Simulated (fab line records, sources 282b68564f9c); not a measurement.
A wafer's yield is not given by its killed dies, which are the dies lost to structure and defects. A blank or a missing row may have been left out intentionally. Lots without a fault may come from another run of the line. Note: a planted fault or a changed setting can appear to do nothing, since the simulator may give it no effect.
Problem report, 8D (eight disciplines) form, completed by code | flow rit cmos | the parts of the form that need people (team, actions taken, sign-off) are left out

== 1. THE ISSUE ==
CONTACT_OVL at RIT_CONTACT_OVL_MEAS_09 reads a mean of 173.6 nm on 6 wafers of 2 lots; wafers without a fault read 0.7 nm with a standard deviation of 1.3. That is +99 or more standard deviations from the usual mean.
First seen on wafer L212.3, day 5 22:10, on overlay-02. Wafers with a number at this step in the record: 42, from 14 lots. By rule, "out" or "out of limits" means more than 4 standard deviations away from the usual mean. The other wafers with a number count as sound.

== 2. WHAT THIS IS AND IS NOT ==
question                    | is                     | is not
which readings at this step | CONTACT_OVL            | -
which lots                  | L212, L215             | L199, L200, L203, L204, L205, L207, L209, L210, L211, L214, L220, L222
which wafers of those lots  | all that have a number | -
read on which gauges        | overlay-02             | overlay-01
when                        | from day 5 22:10       | up to then (27 sound wafers); but 9 sound wafers of L214, L220, L222 came after

== 3. WHAT RULES OUT EACH SUSPECT ==
Counting: a tool at a process step up to the reading stays a suspect if it ran every lot that is out and no sound lot after the first of them.
- the gauge at RIT_CONTACT_OVL_MEAS_09: kept. All the wafers that are out were read on overlay-02, and no step on other tools shows them out.
- iline stepper-01 at RIT_CONTACT_EXPOSE_05 (exposes mask M11, target cd 1000 nm): kept. All lots that are out passed through it, beginning with L212 at day 5 21:34, and no sound lot followed; its final sound lot before that point was L211 at day 5 17:03.
The count leaves overlay-02 at RIT_CONTACT_OVL_MEAS_09 and iline stepper-01 at RIT_CONTACT_EXPOSE_05.

== 4. THE CAUSE (what the simulator had put in) ==
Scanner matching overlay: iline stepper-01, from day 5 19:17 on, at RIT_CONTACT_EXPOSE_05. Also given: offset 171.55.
This tool is one of the 2 suspects left after counting.

== 5. THE EFFECT CHAIN, in route order ==
One row per reading whose mean, taken over the struck wafers that have a number, lies over 3 standard deviations from the usual. Scope: only readings with a usual standard deviation given in the record; hours: median across lots of the time from each lot's start at the first step in this table that gives one to its start at this step; sigmas: change in usual standard deviations.
hours | step                    | reading     | usual  | on struck wafers | change | sigmas
0     | RIT_CONTACT_OVL_MEAS_09 | CONTACT_OVL | 0.7 nm | 173.6            | +172.9 | +99 or more

== 6. WHAT WOULD HAVE CAUGHT IT SOONER ==
3 hours passed between the start of the fault at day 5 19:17 and the first reading out of limits at a measuring or inspecting step in this record, taken at day 5 22:10.
L215, from the lots that are out (2), started RIT_CONTACT_EXPOSE_05 on iline stepper-01 later than day 5 22:10. It would have been spared by a hold on the tool at that moment.
